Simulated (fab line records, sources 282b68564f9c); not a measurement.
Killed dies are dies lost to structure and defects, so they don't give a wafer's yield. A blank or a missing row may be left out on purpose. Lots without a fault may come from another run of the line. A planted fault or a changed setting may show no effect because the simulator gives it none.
Which tool did it? | flow rit_cmos | 14 lots, 42 wafers sampled, at 2 steps of a route of 202

WHAT THE GAUGES READ, wafer by wafer
RIT_WELLDRIVE_RS_MEAS_02: measures by four-point-probe.
lot  | measured    | on            | PWELL_RS (ohm/sq)
L236 | day 2 05:15 | film_metro-02 | 427.7 428.8 429.3
L238 | day 2 15:52 | film_metro-04 | 429.7 427.2 429.1
L239 | day 2 19:49 | film_metro-02 | 428.4 427.6 428.3
L240 | day 2 23:47 | film_metro-04 | 429.6 429.5 429.6
L241 | day 3 05:08 | film_metro-02 | 428.0 428.7 428.8
L242 | day 3 13:21 | film_metro-02 | 428.6 428.0 428.3
L243 | day 3 16:18 | film_metro-02 | 431.8 430.1 430.4
L244 | day 4 00:16 | film_metro-01 | 427.6 426.2 429.0
L245 | day 4 03:11 | film_metro-04 | 433.4 433.3 434.3 432.9 433.6 434.7
L246 | day 4 07:32 | film_metro-02 | 433.1 433.5 433.7 432.4 433.4 434.4
L252 | day 5 17:05 | film_metro-01 | 428.7 429.6 428.5
L257 | day 6 14:17 | film_metro-01 | 428.9 428.0 429.1
L258 | day 6 18:51 | film_metro-01 | 428.4 430.7 428.0
L259 | day 6 22:41 | film_metro-04 | 431.0 430.1 431.3

WHICH TOOL RAN EACH LOT (tool, then ch and the chambers of the sampled wafers, then the start)
lot  | RIT_PWELL_IMPLANT_08
L236 | implanter-03 ch 0, day 1 23:40
L238 | implanter-03 ch 0, day 2 10:17
L239 | implanter-04 ch 0, day 2 14:14
L240 | implanter-04 ch 0, day 2 18:13
L241 | implanter-01 ch 0, day 2 23:11
L242 | implanter-01 ch 0, day 3 07:46
L243 | implanter-01 ch 0, day 3 10:43
L244 | implanter-03 ch 0, day 3 18:40
L245 | implanter-04 ch 0, day 3 20:25
L246 | implanter-04 ch 0, day 4 00:13
L252 | implanter-01 ch 0, day 5 11:16
L257 | implanter-01 ch 0, day 6 07:43
L258 | implanter-01 ch 0, day 6 12:11
L259 | implanter-04 ch 0, day 6 17:06
- RIT_PWELL_IMPLANT_08

WHAT THE TOOLS THEMSELVES READ (means of the sampled wafers that have a number; where no wafer has one, the mark that the record gives instead)
RIT_PWELL_IMPLANT_08.
lot  | tool         | dose_ions_cm2
L236 | implanter-03 | 7e+13
L238 | implanter-03 | 7e+13
L239 | implanter-04 | 7e+13
L240 | implanter-04 | 7e+13
L241 | implanter-01 | 7e+13
L242 | implanter-01 | 7e+13
L243 | implanter-01 | 7e+13
L244 | implanter-03 | 7e+13
L245 | implanter-04 | 7e+13
L246 | implanter-04 | 7e+13
L252 | implanter-01 | 7e+13
L257 | implanter-01 | 7e+13
L258 | implanter-01 | 7e+13
L259 | implanter-04 | 7e+13

THE ANSWER, worked out from the rows above alone
Rule: what is usual is taken from the lots themselves. Put in order of their means at a reading, lots are off if they are a third of the lots or fewer, leave a main group of 4 or more, and stand apart from it by a gap of 3 or more times the standard deviation of the main group's means; of several such gaps the widest counts. A main group whose means are all the same, to the digits that the tables above print for the reading, isn't used. A lot without any number at a reading at which 4 lots or more have one is off too. The other lots that the step has rows for count as sound. The gauges are gone through in route order, then the tools' own readings, and for those a lot's mean is taken as printed above. The first step at which some lot is off is used, and at that step the reading that is off furthest; a lot without a number counts as furthest.
No lot is off at any reading shown: from this, nothing can be told.

WHAT THE SIMULATOR HAD PUT IN
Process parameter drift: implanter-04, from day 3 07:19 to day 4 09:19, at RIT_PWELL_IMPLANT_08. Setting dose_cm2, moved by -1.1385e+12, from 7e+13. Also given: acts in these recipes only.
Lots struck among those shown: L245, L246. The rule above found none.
